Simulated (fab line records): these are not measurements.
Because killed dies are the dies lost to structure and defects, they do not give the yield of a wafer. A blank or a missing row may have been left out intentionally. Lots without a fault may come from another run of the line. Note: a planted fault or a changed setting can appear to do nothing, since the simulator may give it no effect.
fab line records	flow rit-cmos
record: lots: 15	wafers: 45	last-day: 6
route steps=202 shown NSD@133 PSD@150 SILICIDE@167 CONTACT@168
lots that met no fault: from a run of the same line without faults
start-h: hours from the record's opening day to when the first of the lot's shown wafers began	wait-h: hours from the lot's prior step to this one	" same as the row above	L1.1+2: several wafers, shown together as one row	- no value, or no start was given	* or withheld: withheld	< > ~ a bound
route shown NAME@n: a module of which the file shows steps, and the number in the route of the first	usual: mean/standard deviation of fault-free wafers	same: alike in all rows	chamber/n: place in a boat	sites: each site's reading	_std_site: their standard deviation	_edge_site: inner sites' mean taken away from outer sites' mean	radius-mm: for every site, how far away it sits from the centre of the wafer	mask NAME#n: copy n	behind: the most recent tool/chamber to have shaped the wafer	hold: cause of the lot's hold/its duration in hours/its outcome	device: the transistor (n, p or np) that didn't switch	end of line: at the end of the route, the tests of the same wafers	for a step that has no rows: nothing shown but its recipe	killed: dies that structure and defects cost at the first sort, which is not the same as the wafer's yield	map: dies across one wafer; x = killed, . = not, _ = none there
set.NAME: the setting the step ran with; set.NAME@STEP: the setting that earlier step ran with	model.NAME: the simulator's own value behind a step, which no gauge read
route steps across a sampled set of lots; one table per step, one row per wafer
services: a tool's chamber out of use, with start hour (start-h, from the record's first day; less than 0 if before it), hours out, and reason
== steps ==
step: RIT_NSD_SOFTBAKE_02
recipe: resist: NOVOLAK	temp-c: 90	time-s: 60.96
usual: plate-sensor-t-centre-C: 90.970/0.01	plate-sensor-t-edge-C: 91.020/0.01
lot.wafer	tool	chamber	start-h	wait-h	plate-sensor-t-centre-C	plate-sensor-t-edge-C
L593.1	litho-track-03	0	47.32	0.1	90.966	91.035
L593.5	"	0	"	"	90.980	91.029
L593.6	"	0	"	"	90.966	91.033
L594.2	litho-track-03	0	56.31	0.1	90.983	91.018
L594.3	"	0	"	"	90.969	91.007
L594.4	"	0	"	"	90.982	91.041
L595.3	litho-track-01	0	61.00	0.1	90.961	91.022
L595.4	"	0	"	"	90.978	91.020
L595.6	"	0	"	"	90.967	91.020
L599.1	litho-track-01	0	80.88	0.1	90.974	91.028
L599.2	"	0	"	"	90.963	91.024
L599.6	"	0	"	"	90.964	91.047
L600.1	litho-track-04	0	83.07	0.1	90.943	91.032
L600.3	"	0	"	"	90.960	91.019
L600.5	"	0	"	"	90.957	91.022
L601.1	litho-track-03	0	87.76	0.1	90.955	91.041
L601.2	"	0	"	"	90.965	90.999
L601.3	"	0	"	"	90.984	91.008
L602.2	litho-track-01	0	92.89	0.1	90.964	91.022
L602.3	"	0	"	"	90.966	91.026
L602.6	"	0	"	"	90.964	91.025
L605.1	litho-track-04	0	107.10	0.1	90.984	91.017
L605.2	"	0	"	"	90.991	91.017
L605.3	"	0	"	"	90.974	91.019
L606.2	litho-track-01	0	112.70	0.1	90.957	91.033
L606.4	"	0	"	"	90.973	91.033
L606.5	"	0	"	"	91.003	91.021
L607.2	litho-track-04	0	117.64	0.1	90.966	91.034
L607.3	"	0	"	"	90.970	91.012
L607.4	"	0	"	"	90.970	91.023
L608.1	litho-track-03	0	122.58	0.1	90.979	91.015
L608.3	"	0	"	"	90.957	91.024
L608.4	"	0	"	"	90.966	91.024
L609.1	litho-track-03	0	127.95	0.1	90.973	91.020
L609.5	"	0	"	"	90.958	91.021
L609.6	"	0	"	"	90.986	91.022
L610.2	litho-track-03	0	131.37	0.1	90.979	91.010
L610.4	"	0	"	"	90.953	91.023
L610.5	"	0	"	"	90.977	91.016
L611.1	litho-track-04	0	135.72	0.1	90.961	91.021
L611.3	"	0	"	"	90.964	91.016
L611.6	"	0	"	"	90.963	91.029
L612.1	litho-track-04	0	142.96	0.1	90.968	91.024
L612.5	"	0	"	"	90.995	91.035
L612.6	"	0	"	"	90.985	91.034
step: RIT_PSD_IMPLANT_08
recipe: species: BF2	energy-kev: 26.48	dose-cm2: 5e+15	tilt-deg: 7
usual: beam-energy-keV: 26.480/0.0086	beam-on-s: 11.4/0.99	faraday-current-uA: 13530/1100
lot.wafer	tool	chamber	start-h	wait-h	beam-energy-keV	beam-on-s	faraday-current-uA
L593.1	implanter-01	0	49.57	0.1	26.474	12.5	12300
L593.5	"	0	"	"	26.464	13.0	11777
L593.6	"	0	"	"	26.473	12.9	11919
L594.2	implanter-03	0	58.61	0.1	26.469	10.6	14356
L594.3	"	0	"	"	26.487	10.9	14017
L594.4	"	0	"	"	26.493	11.1	13765
L595.3	implanter-04	0	63.30	0.1	26.465	10.5	14458
L595.4	"	0	"	"	26.471	10.5	14439
L595.6	"	0	"	"	26.465	10.7	14240
L599.1	implanter-01	0	83.24	0.1	26.479	12.7	12109
L599.2	"	0	"	"	26.476	12.6	12177
L599.6	"	0	"	"	26.491	12.9	11928
L600.1	implanter-03	-	85.22	0.1	-	-	-
L600.3	"	-	"	"	-	-	-
L600.5	"	-	"	"	-	-	-
L601.1	implanter-04	-	90.30	0.1	-	-	-
L601.2	"	-	"	"	-	-	-
L601.3	"	-	"	"	-	-	-
L602.2	implanter-04	-	95.30	0.1	-	-	-
L602.3	"	-	"	"	-	-	-
L602.6	"	-	"	"	-	-	-
L605.1	implanter-03	0	109.50	0.1	26.468	10.5	14537
L605.2	"	0	"	"	26.470	10.8	14151
L605.3	"	0	"	"	26.475	10.7	14248
L606.2	implanter-04	0	114.86	0.1	26.487	10.5	14537
L606.4	"	0	"	"	26.476	10.9	14022
L606.5	"	0	"	"	26.495	10.9	14057
L607.2	implanter-01	0	119.80	0.1	26.483	12.8	12070
L607.3	"	0	"	"	26.472	12.7	12154
L607.4	"	0	"	"	26.468	13.1	11765
L608.1	implanter-01	0	124.86	0.1	26.487	12.9	11835
L608.3	"	0	"	"	26.475	12.9	11902
L608.4	"	0	"	"	26.475	13.0	11733
L609.1	implanter-03	0	130.47	0.1	26.494	10.6	14215
L609.5	"	0	"	"	26.477	11.0	13890
L609.6	"	0	"	"	26.491	11.0	13912
L610.2	implanter-04	0	133.65	0.1	26.469	10.4	14655
L610.4	"	0	"	"	26.475	10.5	14419
L610.5	"	0	"	"	26.490	11.0	13862
L611.1	implanter-01	0	138.16	0.1	26.485	12.9	11879
L611.3	"	0	"	"	26.496	12.7	12075
L611.6	"	0	"	"	26.470	12.4	12353
L612.1	implanter-04	0	145.24	0.1	26.481	10.8	14181
L612.5	"	0	"	"	26.483	10.3	14751
L612.6	"	0	"	"	26.480	10.5	14480
step: RIT_PSD_TW_MEAS_10
usual: PSD_TW: 3408/28
lot.wafer	tool	chamber	start-h	wait-h	hold	PSD_TW
L593.1	film-metro-03	-	49.90	0.1	-	3409
L593.5	"	-	"	"	-	3416
L593.6	"	-	"	"	-	3394
L594.2	film-metro-02	-	58.92	0.1	-	3431
L594.3	"	-	"	"	-	3435
L594.4	"	-	"	"	-	3420
L595.3	film-metro-01	-	63.59	0.1	-	3360
L595.4	"	-	"	"	-	3342
L595.6	"	-	"	"	-	3346
L599.1	film-metro-02	-	83.56	0.1	-	3434
L599.2	"	-	"	"	-	3451
L599.6	"	-	"	"	-	3439
L600.1	film-metro-01	-	85.55	0.1	await-dispo/0.2h/release	30
L600.3	"	-	"	"	await-dispo/0.2h/release	30
L600.5	"	-	"	"	await-dispo/0.2h/release	30
L600.1	film-metro-01	-	85.77	0.2	-	30
L600.3	"	-	"	"	-	30
L600.5	"	-	"	"	-	30
L601.1	film-metro-01	-	90.63	0.1	await-dispo/0.2h/release	30
L601.2	"	-	"	"	await-dispo/0.2h/release	30
L601.3	"	-	"	"	await-dispo/0.2h/release	30
L601.1	film-metro-01	-	90.85	0.2	-	30
L601.2	"	-	"	"	-	30
L601.3	"	-	"	"	-	30
L602.2	film-metro-03	-	95.61	0.1	await-dispo/0.2h/release	30
L602.3	"	-	"	"	await-dispo/0.2h/release	30
L602.6	"	-	"	"	await-dispo/0.2h/release	30
L602.2	film-metro-03	-	95.83	0.2	-	30
L602.3	"	-	"	"	-	30
L602.6	"	-	"	"	-	30
L605.1	film-metro-03	-	109.83	0.1	-	3402
L605.2	"	-	"	"	-	3402
L605.3	"	-	"	"	-	3406
L606.2	film-metro-02	-	115.17	0.1	-	3400
L606.4	"	-	"	"	-	3421
L606.5	"	-	"	"	-	3401
L607.2	film-metro-02	-	120.11	0.1	-	3431
L607.3	"	-	"	"	-	3434
L607.4	"	-	"	"	-	3404
L608.1	film-metro-03	-	125.18	0.1	-	3455
L608.3	"	-	"	"	-	3450
L608.4	"	-	"	"	-	3450
L609.1	film-metro-01	-	130.79	0.1	-	3388
L609.5	"	-	"	"	-	3379
L609.6	"	-	"	"	-	3391
L610.2	film-metro-02	-	133.96	0.1	-	3413
L610.4	"	-	"	"	-	3427
L610.5	"	-	"	"	-	3418
L611.1	film-metro-02	-	138.49	0.1	-	3429
L611.3	"	-	"	"	-	3432
L611.6	"	-	"	"	-	3415
L612.1	film-metro-03	-	145.56	0.1	-	3421
L612.5	"	-	"	"	-	3425
L612.6	"	-	"	"	-	3426
step: RIT_SILICIDE_RTA_06
recipe: temp-c: 750	time-s: 10	idle-temp-c: 25	ramp-up-s: 5	ramp-down-s: 10	cool-to-c: 25	ambient: N2
usual: wafer_temp_C_max: 753.1/0.77
lot.wafer	tool	chamber	start-h	wait-h	wafer_temp_C_max
L593.1	rtp-anneal-01	0	51.31	0.0	754.0
L593.5	"	0	"	"	752.2
L593.6	"	0	"	"	753.2
L594.2	rtp-anneal-02	0	60.36	0.0	752.0
L594.3	"	0	"	"	752.9
L594.4	"	0	"	"	752.0
L595.3	rtp-anneal-01	0	65.03	0.0	753.5
L595.4	"	0	"	"	754.2
L595.6	"	0	"	"	753.9
L599.1	rtp-anneal-01	0	85.01	0.0	753.2
L599.2	"	0	"	"	753.4
L599.6	"	0	"	"	753.0
L605.1	rtp-anneal-01	0	111.31	0.0	754.0
L605.2	"	0	"	"	754.1
L605.3	"	0	"	"	753.4
L606.2	rtp-anneal-02	0	116.59	0.0	752.6
L606.4	"	0	"	"	752.5
L606.5	"	0	"	"	753.4
L607.2	rtp-anneal-01	0	121.68	0.0	753.3
L607.3	"	0	"	"	753.9
L607.4	"	0	"	"	753.3
L608.1	rtp-anneal-02	0	127.05	0.0	752.3
L608.3	"	0	"	"	752.0
L608.4	"	0	"	"	752.7
L609.1	rtp-anneal-01	0	132.47	0.0	753.6
L609.5	"	0	"	"	753.3
L609.6	"	0	"	"	754.1
L610.2	rtp-anneal-02	0	135.89	0.0	752.6
L610.4	"	0	"	"	752.9
L610.5	"	0	"	"	752.4
L611.1	rtp-anneal-01	0	140.04	0.0	753.8
L611.3	"	0	"	"	753.0
L611.6	"	0	"	"	753.8
L612.1	rtp-anneal-02	0	147.00	0.0	752.7
L612.5	"	0	"	"	753.2
L612.6	"	0	"	"	753.4
step: RIT_CONTACT_CVD_00
recipe: material: SiO2	target-thk-nm: 400	precursor: TEOS	temp-c: 390	time-s: 61	rf-w: 400
usual: heater-power-w: 331/45
lot.wafer	tool	chamber	start-h	wait-h	heater-power-w
L593.1	pecvd-03	2	51.38	0.1	312
L593.5	"	1	"	"	305
L593.6	"	2	"	"	313
L594.2	pecvd-04	2	60.41	0.0	344
L594.3	"	0	"	"	332
L594.4	"	1	"	"	348
L595.3	pecvd-02	1	65.07	0.0	313
L595.4	"	0	"	"	400
L595.6	"	2	"	"	252
L599.1	pecvd-03	0	85.08	0.1	383
L599.2	"	2	"	"	293
L599.6	"	2	"	"	302
L605.1	pecvd-03	2	111.37	0.1	269
L605.2	"	1	"	"	316
L605.3	"	0	"	"	333
L606.2	pecvd-04	1	116.65	0.0	359
L606.4	"	1	"	"	369
L606.5	"	0	"	"	347
L607.2	pecvd-02	1	121.73	0.0	334
L607.3	"	2	"	"	278
L607.4	"	0	"	"	392
L608.1	pecvd-03	1	127.11	0.1	299
L608.3	"	2	"	"	272
L608.4	"	0	"	"	364
L609.1	pecvd-04	1	132.53	0.1	370
L609.5	"	0	"	"	311
L609.6	"	1	"	"	363
L610.2	pecvd-02	0	135.94	0.0	373
L610.4	"	0	"	"	391
L610.5	"	1	"	"	296
L611.1	pecvd-03	1	140.11	0.1	331
L611.3	"	0	"	"	383
L611.6	"	0	"	"	403
L612.1	pecvd-04	1	147.06	0.1	386
L612.5	"	0	"	"	244
L612.6	"	1	"	"	291
== services ==
tool	chamber	start-h	hours	kind
implanter-03	-	41.96	3.9	repair
implanter-04	-	59.06	3.9	repair
pecvd-02	2	76.28	21.2	repair
pecvd-04	-	82.15	1.2	repair
pecvd-02	-	96.75	5.5	pm
implanter-04	-	134.54	4.7	repair
implanter-03	-	136.27	1.2	repair
implanter-03	-	142.56	5.1	pm
== key ==
first-sign: step: RIT_PSD_IMPLANT_08	reading: tool-record	direction: missing
effect: step: RIT_PSD_TW_MEAS_10	reading: visit	direction: added
effect: step: RIT_PSD_TW_MEAS_10	reading: PSD_TW	direction: down	sigmas: 99+	usual: 3408	struck: 30
met-at RIT_PSD_IMPLANT_08
struck-lots L600,L601,L602
later-rows-left-out L600.1,L600.3,L600.5,L601.1,L601.2,L601.3,L602.2,L602.3,L602.6
sort-left-out L600.1,L600.3,L600.5,L601.1,L601.2,L601.3,L602.2,L602.3,L602.6
tester-left-out L600,L601,L602
not-acting-at RIT_NSD_SOFTBAKE_02,RIT_SILICIDE_RTA_06,RIT_CONTACT_CVD_00
onset-between 63.30 85.22
fault: kind: skipped-step-whole	tool: implanter-03,implanter-04	chamber: -	onset-h: 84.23	steps: RIT_PSD_IMPLANT_08	scope: struck-lots-only
tester-left-out: of these lots the tester's yield and bins aren't shown, on N5 and GAA mostly nor the transistor test; their killed dies are dies lost to structure and defects alone, not to doping, threshold or leakage, so they don't give the yield
sort-left-out: the simulated sort isn't trusted on such a fault, so these wafers' sort isn't shown, and their yield isn't known
later-rows-left-out: the simulator's readings of these wafers behind a module that went badly wrong aren't trusted and aren't shown, but for the sort
